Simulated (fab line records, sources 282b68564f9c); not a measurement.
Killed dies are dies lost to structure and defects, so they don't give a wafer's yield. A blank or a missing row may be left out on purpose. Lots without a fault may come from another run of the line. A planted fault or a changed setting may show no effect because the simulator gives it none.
fab line records | flow rit_cmos
record lots=14 wafers=42 last_day=8
route steps=202 shown NSD@139 M1@202
lots that met no fault: from a run of the same line without faults
start_h: hours from the record's first day to the start of the lot's first wafer shown | wait_h: hours since the lot's step before | " the same as in the row above | L1.1+2: a row that stands for several wafers | - no value, or no start given | * or withheld: withheld | < > ~ a bound
route shown NAME@n: a module of which the file shows steps, and the number in the route of the first | usual: mean/standard deviation of fault-free wafers | same: alike in all rows | chamber/n: place in a boat | sites: the reading at each site | _std_site: their standard deviation | _edge_site: outer sites' mean less inner sites' | radius_mm: how far each site lies from the wafer's centre | mask NAME#n: copy n | behind: the tool/chamber that last shaped the wafer | hold: why the lot was held/for how many hours/how that ended | device: the transistor (n, p or np) that didn't switch | end of line: the same wafers' tests at the end of the route | a step without rows: its recipe alone | killed: dies lost to structure and defects at the first sort, not the wafer's yield | map: a wafer's dies, x killed, . not, _ none there
set.NAME: the setting as run; set.NAME@STEP: as run at that earlier step | model.NAME: the simulator's own value behind a step, which no gauge read
steps of the route over a sample of lots; a table a step, a row a wafer
services: from which hour (start_h, from the record's first day; less than 0 if before it) a tool's chamber was out of use, for how many hours, and why
## steps
# step RIT_NSD_IMPLANT_08
# recipe species=P energy_kev=25 dose_cm2=1e+15 tilt_deg=7
# usual dose_ions_cm2=1.0001e+15/1.1e+12 faraday_current_uA=3125/62
# columns lot.wafer tool chamber start_h wait_h dose_ions_cm2 faraday_current_uA
L338.2 implanter-03 0 54.19 0.1 1.0003e+15 3159
L338.3 " 0 " " 9.981e+14 3114
L338.6 " 0 " " 9.984e+14 3096
L339.1 implanter-02 0 60.88 0.1 1.0002e+15 3149
L339.2 " 0 " " 1e+15 3137
L339.6 " 0 " " 1.0008e+15 3090
L341.1 implanter-01 0 70.11 0.1 9.989e+14 3166
L341.4 " 0 " " 9.988e+14 3099
L341.5 " 0 " " 9.992e+14 3113
L342.1 implanter-03 0 73.15 0.1 9.998e+14 3144
L342.3 " 0 " " 1.0012e+15 3116
L342.6 " 0 " " 1.0016e+15 3179
L343.1 implanter-01 0 78.03 0.1 1.0006e+15 3045
L343.3 " 0 " " 9.987e+14 3076
L343.4 " 0 " " 9.989e+14 3241
L344.1 implanter-02 0 81.82 0.1 1.0013e+15 3111
L344.4 " 0 " " 1.0006e+15 3124
L344.6 " 0 " " 9.995e+14 3055
L349.2 implanter-01 0 109.84 0.1 1.0015e+15 3139
L349.3 " 0 " " 1.0002e+15 3044
L349.4 " 0 " " 1.0005e+15 3048
L350.3 implanter-02 0 116.26 0.1 7.002e+14 2223
L350.4 " 0 " " 7.004e+14 2259
L350.5 " 0 " " 7.014e+14 2185
L352.1 implanter-02 0 131.20 0.1 7.002e+14 2213
L352.2 " 0 " " 6.99e+14 2164
L352.5 " 0 " " 6.975e+14 2220
L353.1 implanter-01 0 131.69 0.1 1.0007e+15 3126
L353.2 " 0 " " 1.0012e+15 3252
L353.5 " 0 " " 1.0017e+15 3101
L356.1 implanter-03 0 147.79 0.1 1.0001e+15 3254
L356.2 " 0 " " 9.976e+14 3066
L356.4 " 0 " " 9.999e+14 3237
L355.1 implanter-03 0 149.71 0.1 1.0001e+15 3145
L355.3 " 0 " " 1e+15 3067
L355.5 " 0 " " 1.0012e+15 3134
L358.1 implanter-01 0 162.89 0.1 9.999e+14 3119
L358.4 " 0 " " 1.0007e+15 3215
L358.5 " 0 " " 1.0008e+15 3042
L360.1 implanter-03 0 176.69 0.1 1.0008e+15 3221
L360.2 " 0 " " 1.0012e+15 3075
L360.6 " 0 " " 1.0016e+15 3116
# step RIT_NSD_TW_MEAS_10
# usual NSD_TW=3123/15
# columns lot.wafer tool chamber start_h wait_h hold NSD_TW
L338.2 film_metro-02 - 54.50 0.1 - 3134
L338.3 " - " " - 3117
L338.6 " - " " - 3118
L339.1 film_metro-02 - 61.21 0.1 - 3101
L339.2 " - " " - 3101
L339.6 " - " " - 3108
L341.1 film_metro-02 - 70.43 0.1 - 3145
L341.4 " - " " - 3127
L341.5 " - " " - 3108
L342.1 film_metro-04 - 73.48 0.1 - 3140
L342.3 " - " " - 3149
L342.6 " - " " - 3106
L343.1 film_metro-02 - 78.35 0.1 - 3129
L343.3 " - " " - 3115
L343.4 " - " " - 3120
L344.1 film_metro-04 - 82.14 0.1 - 3141
L344.4 " - " " - 3138
L344.6 " - " " - 3144
L349.2 film_metro-01 - 110.15 0.1 - 3122
L349.3 " - " " - 3106
L349.4 " - " " - 3103
L350.3 film_metro-02 - 116.55 0.1 await_dispo/0.2h/release 2880
L350.4 " - " " await_dispo/0.2h/release 2864
L350.5 " - " " await_dispo/0.2h/release 2855
L350.3 film_metro-02 - 116.88 0.3 - 2885
L350.4 " - " " - 2871
L350.5 " - " " - 2879
L352.1 film_metro-01 - 131.53 0.1 await_dispo/0.2h/release 2895
L352.2 " - " " await_dispo/0.2h/release 2876
L352.5 " - " " await_dispo/0.2h/release 2867
L352.1 film_metro-01 - 131.75 0.2 - 2871
L352.2 " - " " - 2871
L352.5 " - " " - 2896
L353.1 film_metro-04 - 132.02 0.1 - 3142
L353.2 " - " " - 3149
L353.5 " - " " - 3142
L356.1 film_metro-01 - 148.12 0.1 - 3118
L356.2 " - " " - 3125
L356.4 " - " " - 3118
L355.1 film_metro-02 - 150.03 0.1 - 3116
L355.3 " - " " - 3137
L355.5 " - " " - 3126
L358.1 film_metro-01 - 163.21 0.1 - 3141
L358.4 " - " " - 3132
L358.5 " - " " - 3118
L360.1 film_metro-04 - 177.02 0.1 - 3110
L360.2 " - " " - 3092
L360.6 " - " " - 3096
# step RIT_SDANNEAL_RS_MEAS_05
# recipe thk_meas_gauge=four-point-probe
# usual NSD_RS=84.55/0.28
# columns lot.wafer tool chamber start_h wait_h hold NSD_RS[ohm/sq]
L338.2 film_metro-04 - 56.70 0.1 - 84.26
L338.3 " - " " - 84.60
L338.6 " - " " - 84.53
L339.1 film_metro-02 - 63.54 0.1 - 84.64
L339.2 " - " " - 84.38
L339.6 " - " " - 84.29
L341.1 film_metro-04 - 72.71 0.1 - 84.98
L341.4 " - " " - 84.96
L341.5 " - " " - 85.11
L342.1 film_metro-01 - 75.52 0.1 - 84.37
L342.3 " - " " - 84.33
L342.6 " - " " - 84.77
L343.1 film_metro-02 - 80.54 0.1 - 84.02
L343.3 " - " " - 84.12
L343.4 " - " " - 83.79
L344.1 film_metro-04 - 84.19 0.1 - 84.69
L344.4 " - " " - 84.70
L344.6 " - " " - 84.40
L349.2 film_metro-01 - 112.34 0.1 - 84.37
L349.3 " - " " - 84.34
L349.4 " - " " - 84.30
L350.3 film_metro-01 - 123.72 0.1 await_dispo/0.2h/release 112.75
L350.4 " - " " await_dispo/0.2h/release 112.74
L350.5 " - " " await_dispo/0.2h/release 112.27
L350.3 film_metro-01 - 124.01 0.3 - 113.01
L350.4 " - " " - 112.66
L350.5 " - " " - 112.50
L353.1 film_metro-04 - 134.17 0.1 - 84.43
L353.2 " - " " - 84.26
L353.5 " - " " - 83.97
L352.1 film_metro-01 - 137.91 0.1 await_dispo/0.2h/release 112.74
L352.2 " - " " await_dispo/0.2h/release 112.90
L352.5 " - " " await_dispo/0.2h/release 112.81
L352.1 film_metro-01 - 138.20 0.3 - 112.85
L352.2 " - " " - 112.76
L352.5 " - " " - 113.01
L356.1 film_metro-01 - 150.30 0.1 - 84.72
L356.2 " - " " - 84.53
L356.4 " - " " - 84.48
L355.1 film_metro-04 - 152.22 0.1 - 84.16
L355.3 " - " " - 84.81
L355.5 " - " " - 84.25
L358.1 film_metro-01 - 165.37 0.1 - 84.07
L358.4 " - " " - 83.93
L358.5 " - " " - 84.28
L360.1 film_metro-04 - 179.18 0.1 - 84.86
L360.2 " - " " - 85.15
L360.6 " - " " - 84.64
# step RIT_M1_PROBE_99
# usual defect_limited_yield=97.5/1 killed_at_contacts=0.0/0.25 killed_at_front_end=6.6/2.7 killed_dies=6.7/2.7 killed_open=3.3/1.9 killed_short=3.4/1.9 sort_bin_3_pad_short=0.1/0.24 sort_bin_5_function=1.5/0.78 sort_bin_6_memory=0.9/0.69 sort_n_pass=257.3/2.7 sort_yield_pct=97.5/1
# same gross_dies=264 killed_at_M0_to_M3=0 killed_at_M4_up=0 killed_at_back_side=0 killed_at_other=0
# columns lot.wafer tool chamber start_h wait_h defect_limited_yield[%] killed_at_contacts killed_at_front_end killed_dies killed_open killed_short sort_bin_3_pad_short[%] sort_bin_5_function[%] sort_bin_6_memory[%] sort_n_pass sort_yield_pct[%]
L338.2 prober-02 - 63.86 0.1 98.1 0 5 5 2 3 0 1.1 0.8 259.0 98.1
L338.3 prober-02 - 63.91 0.2 97.3 0 7 7 6 1 0 1.9 0.8 257.0 97.3
L338.6 prober-02 - 64.06 0.2 95.5 0 12 12 8 4 0 2.7 1.9 252.0 95.5
L339.1 prober-01 - 70.92 0.1 97.0 0 8 8 5 3 0 1.9 1.1 256.0 97.0
L339.2 prober-01 - 70.97 0.1 97.0 0 8 8 4 4 0.4 2.3 0.4 256.0 97.0
L339.6 prober-01 - 71.17 0.2 96.6 0 9 9 6 3 0 3.0 0.4 255.0 96.6
L341.1 prober-01 - 80.42 0.1 98.1 1 4 5 4 1 0 1.5 0.4 259.0 98.1
L341.4 prober-01 - 80.57 0.2 98.5 0 4 4 2 2 0 1.1 0.4 260.0 98.5
L341.5 prober-01 - 80.62 0.2 96.6 0 9 9 6 3 0 1.9 1.5 255.0 96.6
L342.1 prober-02 - 83.22 0.1 96.6 1 8 9 6 3 0 2.3 1.1 255.0 96.6
L342.3 prober-02 - 83.32 0.2 96.2 0 10 10 6 4 0 2.7 1.1 254.0 96.2
L342.6 prober-02 - 83.47 0.2 96.2 0 10 10 3 7 1.1 0.4 2.3 254.0 96.2
L343.1 prober-01 - 88.67 0.1 98.5 0 4 4 3 1 0 0.4 1.1 260.0 98.5
L343.3 prober-01 - 88.77 0.2 98.1 0 5 5 3 2 0 1.5 0.4 259.0 98.1
L343.4 prober-01 - 88.82 0.2 97.7 0 6 6 2 4 0 1.1 1.1 258.0 97.7
L344.1 prober-02 - 92.52 0.1 97.7 0 6 6 3 3 0 1.9 0.4 258.0 97.7
L344.4 prober-02 - 92.67 0.2 98.5 0 4 4 2 2 0.4 1.1 0 260.0 98.5
L344.6 prober-02 - 92.77 0.2 98.1 0 5 5 1 3 0 0.8 1.1 259.0 98.1
L349.2 prober-01 - 119.74 0.1 97.3 0 7 7 3 4 0.8 1.5 0.4 257.0 97.3
L349.3 prober-01 - 119.79 0.2 95.5 0 12 12 5 7 0.4 3.4 0.8 252.0 95.5
L349.4 prober-01 - 119.84 0.2 96.6 0 9 9 3 6 0 1.1 2.3 255.0 96.6
L353.1 prober-01 - 144.10 0.1 97.0 0 8 8 4 4 0 2.7 0.4 256.0 97.0
L353.2 prober-01 - 144.15 0.1 99.2 0 2 2 1 1 0 0.4 0.4 262.0 99.2
L353.5 prober-01 - 144.30 0.2 99.2 0 2 2 1 1 0 0.4 0.4 262.0 99.2
L356.1 prober-02 - 159.05 0.1 97.7 0 6 6 4 2 0 0.8 1.5 258.0 97.7
L356.2 prober-02 - 159.10 0.1 95.8 0 11 11 3 8 0 2.7 1.5 253.0 95.8
L356.4 prober-02 - 159.20 0.2 98.1 0 5 5 3 2 0 0.8 1.1 259.0 98.1
L355.1 prober-01 - 161.62 0.1 98.9 0 3 3 2 1 0 0.8 0.4 261.0 98.9
L355.3 prober-01 - 161.72 0.2 98.1 0 5 5 3 2 0 1.1 0.8 259.0 98.1
L355.5 prober-01 - 161.82 0.2 97.7 0 6 6 3 3 0 0.8 1.5 258.0 97.7
L358.1 prober-01 - 173.52 0.1 98.5 0 4 4 1 3 0 1.5 0 260.0 98.5
L358.4 prober-01 - 173.67 0.2 98.9 0 3 3 1 2 0.8 0 0.4 261.0 98.9
L358.5 prober-01 - 173.72 0.2 96.6 0 9 9 5 4 0 0.8 2.7 255.0 96.6
L360.1 prober-02 - 187.59 0.1 97.3 0 7 7 3 4 0 1.9 0.8 257.0 97.3
L360.2 prober-02 - 187.64 0.1 95.5 0 12 12 5 7 0 1.9 2.7 252.0 95.5
L360.6 prober-02 - 187.84 0.2 97.0 0 8 8 4 4 0 2.3 0.8 256.0 97.0
# killed by level:class
L338.2 FOX1:geometric_particle:short=3 FOX1:geometric_particle:open=1 SILICIDE:geometric_particle:open=1
L338.3 FOX1:geometric_particle:open=2 GATE:geometric_particle:open=2 FOX2:geometric_particle:open=1 GATE:geometric_particle:short=1 SILICIDE:geometric_particle:open=1
L338.6 FOX1:geometric_particle:open=3 GATE:geometric_particle:open=3 SILICIDE:geometric_particle:short=2 GATE:geometric_particle:short=1 REOX:geometric_particle:open=1 REOX:geometric_particle:short=1 SILICIDE:geometric_particle:open=1
L339.1 FOX1:geometric_particle:short=2 GATE:geometric_particle:open=2 REOX:geometric_particle:open=2 GATE:geometric_particle:short=1 SPACER:geometric_particle:open=1
L339.2 GATE:geometric_particle:short=4 GATE:geometric_particle:open=3 FOX1:geometric_particle:open=1
L339.6 GATE:geometric_particle:open=4 GATE:geometric_particle:short=2 FOX2:geometric_particle:short=1 REOX:geometric_particle:open=1 SPACER:geometric_particle:open=1
L341.1 GATE:geometric_particle:open=4 CONTACT:geometric_particle:short=1
L341.4 FOX1:geometric_particle:open=2 GATE:geometric_particle:short=1 REOX:geometric_particle:short=1
L341.5 GATE:geometric_particle:short=3 GATE:geometric_particle:open=3 FOX1:geometric_particle:open=2 REOX:geometric_particle:open=1
L342.1 GATE:geometric_particle:open=2 SPACER:geometric_particle:open=2 FOX1:geometric_particle:open=1 FOX2:geometric_particle:open=1 GATE:geometric_particle:short=1 SPACER:geometric_particle:short=1 CONTACT:geometric_particle:short=1
L342.3 GATE:geometric_particle:open=2 REOX:geometric_particle:open=2 FOX1:geometric_particle:short=1 FOX2:geometric_particle:short=1 GATE:geometric_particle:short=1 REOX:geometric_particle:short=1 SPACER:geometric_particle:open=1 SILICIDE:geometric_particle:open=1
L342.6 FOX1:geometric_particle:short=3 SILICIDE:geometric_particle:short=2 GATE:geometric_particle:open=1 GATE:geometric_particle:short=1 SPACER:geometric_particle:open=1 SPACER:geometric_particle:short=1 SILICIDE:geometric_particle:open=1
L343.1 FOX2:geometric_particle:open=1 GATE:geometric_particle:open=1 SPACER:geometric_particle:open=1 SPACER:geometric_particle:short=1
L343.3 SPACER:geometric_particle:open=2 GATE:geometric_particle:short=1 GATE:geometric_particle:open=1 SILICIDE:geometric_particle:short=1
L343.4 GATE:geometric_particle:short=2 GATE:geometric_particle:open=1 REOX:geometric_particle:short=1 SPACER:geometric_particle:open=1 SPACER:geometric_particle:short=1
L344.1 SPACER:geometric_particle:open=2 SILICIDE:geometric_particle:short=2 FOX1:geometric_particle:short=1 FOX2:geometric_particle:open=1
L344.4 FOX1:geometric_particle:short=1 FOX1:geometric_particle:open=1 GATE:geometric_particle:open=1 GATE:geometric_particle:short=1
L344.6 GATE:geometric_particle:open=1 GATE:geometric_particle:short=1 SPACER:geometric_particle:short=1 SILICIDE:geometric_particle:short=1 PSD:coat_microbubble_printed=1
L349.2 FOX1:geometric_particle:open=2 GATE:geometric_particle:short=2 SPACER:geometric_particle:short=2 SPACER:geometric_particle:open=1
L349.3 GATE:geometric_particle:short=3 FOX2:geometric_particle:short=2 SPACER:geometric_particle:open=2 SPACER:geometric_particle:short=2 FOX2:geometric_particle:open=1 GATE:geometric_particle:open=1 REOX:geometric_particle:open=1
L349.4 GATE:geometric_particle:short=4 FOX1:geometric_particle:short=1 GATE:geometric_particle:open=1 SPACER:geometric_particle:open=1 SPACER:geometric_particle:short=1 SILICIDE:geometric_particle:open=1
L353.1 GATE:geometric_particle:open=4 FOX2:geometric_particle:short=1 GATE:geometric_particle:short=1 REOX:geometric_particle:short=1 SILICIDE:geometric_particle:short=1
L353.2 FOX2:geometric_particle:short=1 GATE:geometric_particle:open=1
L353.5 REOX:geometric_particle:short=1 REOX:geometric_particle:open=1
L356.1 SPACER:geometric_particle:open=2 FOX1:geometric_particle:open=1 FOX2:geometric_particle:short=1 SILICIDE:geometric_particle:short=1 SILICIDE:geometric_particle:open=1
L356.2 REOX:geometric_particle:short=4 FOX1:geometric_particle:short=2 FOX1:geometric_particle:open=2 FOX2:geometric_particle:short=1 REOX:geometric_particle:open=1 SILICIDE:geometric_particle:short=1
L356.4 REOX:geometric_particle:open=2 FOX1:geometric_particle:short=1 GATE:geometric_particle:open=1 GATE:geometric_particle:short=1
L355.1 FOX1:geometric_particle:open=1 GATE:geometric_particle:short=1 GATE:geometric_particle:open=1
L355.3 GATE:geometric_particle:open=2 FOX2:geometric_particle:open=1 FOX2:geometric_particle:short=1 REOX:geometric_particle:short=1
L355.5 GATE:geometric_particle:short=2 GATE:geometric_particle:open=2 FOX1:geometric_particle:open=1 SILICIDE:geometric_particle:short=1
L358.1 GATE:geometric_particle:short=1 REOX:geometric_particle:open=1 REOX:geometric_particle:short=1 SILICIDE:geometric_particle:short=1
L358.4 REOX:geometric_particle:open=1 SPACER:geometric_particle:short=1 SILICIDE:geometric_particle:short=1
L358.5 FOX2:geometric_particle:open=3 SPACER:geometric_particle:short=3 FOX1:geometric_particle:open=1 GATE:geometric_particle:short=1 GATE:geometric_particle:open=1
L360.1 GATE:geometric_particle:short=2 REOX:geometric_particle:short=2 FOX2:geometric_particle:open=1 REOX:geometric_particle:open=1 SPACER:geometric_particle:open=1
L360.2 FOX2:geometric_particle:open=2 GATE:geometric_particle:short=2 SPACER:geometric_particle:short=2 FOX1:geometric_particle:short=1 FOX2:geometric_particle:short=1 GATE:geometric_particle:open=1 SPACER:geometric_particle:open=1 SILICIDE:geometric_particle:open=1
L360.6 FOX2:geometric_particle:open=2 GATE:geometric_particle:open=2 FOX1:geometric_particle:short=1 FOX2:geometric_particle:short=1 GATE:geometric_particle:short=1 SPACER:geometric_particle:short=1
## services
# columns tool chamber start_h hours kind
implanter-03 - 57.48 2.4 pm
implanter-03 - 91.23 1.7 repair
implanter-01 - 110.63 8.1 repair
## key
first_sign step=RIT_NSD_IMPLANT_08 reading=dose_ions_cm2 direction=down sigmas=99+ usual=1.0001e+15 struck=6.998e+14
effect step=RIT_NSD_IMPLANT_08 reading=faraday_current_uA direction=down sigmas=15 usual=3125 struck=2211
effect step=RIT_NSD_TW_MEAS_10 reading=visit direction=added
effect step=RIT_NSD_TW_MEAS_10 reading=NSD_TW direction=down sigmas=17 usual=3123 struck=2873
effect step=RIT_SDANNEAL_RS_MEAS_05 reading=visit direction=added
effect step=RIT_SDANNEAL_RS_MEAS_05 reading=NSD_RS direction=up sigmas=99+ usual=84.55 struck=112.70
met_at RIT_NSD_IMPLANT_08
struck_lots L350,L352
scrapped_behind RIT_SDANNEAL_RS_MEAS_05 L350.3,L350.4,L350.5,L352.1,L352.2,L352.5
onset_between 81.82 116.26
fault kind=process_parameter_drift tool=implanter-02 chamber=- onset_h=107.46 steps=RIT_NSD_IMPLANT_08 channel=dose_cm2 offset=-3e+14 shape=step end_h=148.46 acts_in=these_recipes_only stated=1e+15
